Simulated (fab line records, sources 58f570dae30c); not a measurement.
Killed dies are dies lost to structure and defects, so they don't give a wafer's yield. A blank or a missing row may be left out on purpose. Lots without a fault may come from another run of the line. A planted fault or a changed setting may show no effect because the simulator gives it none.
Which tool did it? | flow berkeley_cmos170 | 14 lots, 42 wafers sampled, at 4 steps of a route of 331

WHAT THE GAUGES READ, wafer by wafer
UCB170_SDANNEAL_RS_MEAS_05: measures by four-point-probe.
lot  | measured     | on            | NLDD_RS (ohm/sq)
L313 | day 7 10:00  | film_metro-02 | 616.5 618.7 617.7
L312 | day 7 11:50  | film_metro-04 | 616.3 615.2 616.3
L314 | day 7 16:20  | film_metro-02 | 615.3 615.2 616.6
L317 | day 8 11:31  | film_metro-02 | 615.2 615.8 615.9
L316 | day 8 12:02  | film_metro-01 | 615.4 616.1 614.6
L318 | day 8 17:09  | film_metro-04 | 615.8 613.8 615.6
L321 | day 9 11:35  | film_metro-02 | 615.5 615.7 615.8
L322 | day 9 12:04  | film_metro-04 | 616.7 616.4 616.5
L325 | day 10 07:29 | film_metro-01 | 617.1 616.3 618.1
L327 | day 10 16:11 | film_metro-04 | 616.6 614.8 616.5
L326 | day 10 16:29 | film_metro-01 | 616.7 616.2 616.9
L328 | day 10 17:07 | film_metro-02 | 618.4 618.1 616.9
L332 | day 11 19:09 | film_metro-04 | 618.6 618.7 616.2
L333 | day 11 19:28 | film_metro-01 | 617.0 617.3 617.8

UCB170_V2_THK_MEAS_01.
lot  | measured     | on            | V2_TEOS_THK (nm)
L313 | day 8 03:59  | film_metro-03 | 1958 2000 1966
L312 | day 8 04:37  | film_metro-04 | 1998 1996 2054
L314 | day 8 11:40  | film_metro-03 | 1988 2036 2001
L317 | day 9 05:54  | film_metro-03 | 1961 1966 2007
L316 | day 9 05:41  | film_metro-04 | 1999 1996 2069
L318 | day 9 11:55  | film_metro-02 | 1961 1990 2002
L321 | day 10 07:09 | film_metro-03 | 2032 1979 2028
L322 | day 10 07:02 | film_metro-02 | 1966 1995 2030
L325 | day 11 06:28 | film_metro-03 | 1988 1999 2013
L327 | day 11 11:00 | film_metro-02 | 1968 2050 1981
L326 | day 11 10:47 | film_metro-04 | 1961 1986 2030
L328 | day 11 17:12 | film_metro-02 | 1990 2041 2018
L332 | day 12 12:35 | film_metro-04 | 2021 2004 2009
L333 | day 12 15:26 | film_metro-02 | 1960 1943 1948

UCB170_M3_CD_MEAS_15: target cd 700 nm.
lot  | measured     | on        | cd_nm (nm)
L313 | day 8 08:16  | cd_sem-01 | 700.2 698.6 700.3
L312 | day 8 09:16  | cd_sem-02 | 700.6 698.7 699.7
L314 | day 8 16:19  | cd_sem-02 | 700.0 699.9 699.3
L317 | day 9 11:11  | cd_sem-01 | 698.5 699.5 699.6
L316 | day 9 10:38  | cd_sem-01 | 702.2 702.3 701.3
L318 | day 9 17:18  | cd_sem-01 | 700.3 701.0 701.5
L321 | day 10 13:02 | cd_sem-01 | 702.5 700.5 702.6
L322 | day 10 12:46 | cd_sem-02 | 698.6 697.8 698.3
L325 | day 11 12:11 | cd_sem-02 | 700.4 699.7 701.0
L327 | day 11 16:45 | cd_sem-01 | 701.0 701.4 700.2
L326 | day 11 16:40 | cd_sem-02 | 701.5 701.7 701.9
L328 | day 11 21:35 | cd_sem-02 | 699.7 699.2 698.4
L332 | day 12 17:43 | cd_sem-02 | 701.5 701.1 700.5
L333 | day 12 19:59 | cd_sem-02 | 700.9 702.5 701.1

WHICH TOOL RAN EACH LOT (tool, then ch and the chambers of the sampled wafers, then the start)
lot  | UCB170_V1_CVD_00
L313 | pecvd-02 ch 0,2, day 7 22:44
L312 | pecvd-01 ch 0,2, day 7 22:44
L314 | pecvd-02 ch 0,1,2, day 8 06:05
L317 | pecvd-03 ch 0,2, day 9 00:35
L316 | pecvd-01 ch 0,1,2, day 9 00:40
L318 | pecvd-02 ch 0,1,2, day 9 04:50
L321 | pecvd-03 ch 1,2, day 9 23:32
L322 | pecvd-02 ch 0,1,2, day 9 23:32
L325 | pecvd-03 ch 0,1,2, day 10 20:15
L327 | pecvd-01 ch 1,2, day 11 02:45
L326 | pecvd-03 ch 0,1,2, day 11 02:45
L328 | pecvd-03 ch 0,2, day 11 09:12
L332 | pecvd-02 ch 0,2, day 12 06:08
L333 | pecvd-01 ch 0,1,2, day 12 08:48
- UCB170_V1_CVD_00: deposits SiO2 from TEOS/O2, target thk 2000 nm, time 250 s.

WHAT THE TOOLS THEMSELVES READ (means of the sampled wafers that have a number; where no wafer has one, the mark that the record gives instead)
UCB170_V1_CVD_00.
lot  | tool     | heater_power_w (W)
L313 | pecvd-02 | 198
L312 | pecvd-01 | 247
L314 | pecvd-02 | 260
L317 | pecvd-03 | 238
L316 | pecvd-01 | 236
L318 | pecvd-02 | 281
L321 | pecvd-03 | 258
L322 | pecvd-02 | 247
L325 | pecvd-03 | 253
L327 | pecvd-01 | 211
L326 | pecvd-03 | 239
L328 | pecvd-03 | 213
L332 | pecvd-02 | 259
L333 | pecvd-01 | 258

THE ANSWER, worked out from the rows above alone
Rule: what is usual is taken from the lots themselves. Put in order of their means at a reading, lots are off if they are a third of the lots or fewer, leave a main group of 4 or more, and stand apart from it by a gap of 3 or more times the standard deviation of the main group's means; of several such gaps the widest counts. A main group whose means are all the same, to the digits that the tables above print for the reading, isn't used. A lot without any number at a reading at which 4 lots or more have one is off too. The other lots that the step has rows for count as sound. The gauges are gone through in route order, then the tools' own readings, and for those a lot's mean is taken as printed above. The first step at which some lot is off is used, and at that step the reading that is off furthest; a lot without a number counts as furthest.
No lot is off at any reading shown: from this, nothing can be told.

WHAT THE SIMULATOR HAD PUT IN
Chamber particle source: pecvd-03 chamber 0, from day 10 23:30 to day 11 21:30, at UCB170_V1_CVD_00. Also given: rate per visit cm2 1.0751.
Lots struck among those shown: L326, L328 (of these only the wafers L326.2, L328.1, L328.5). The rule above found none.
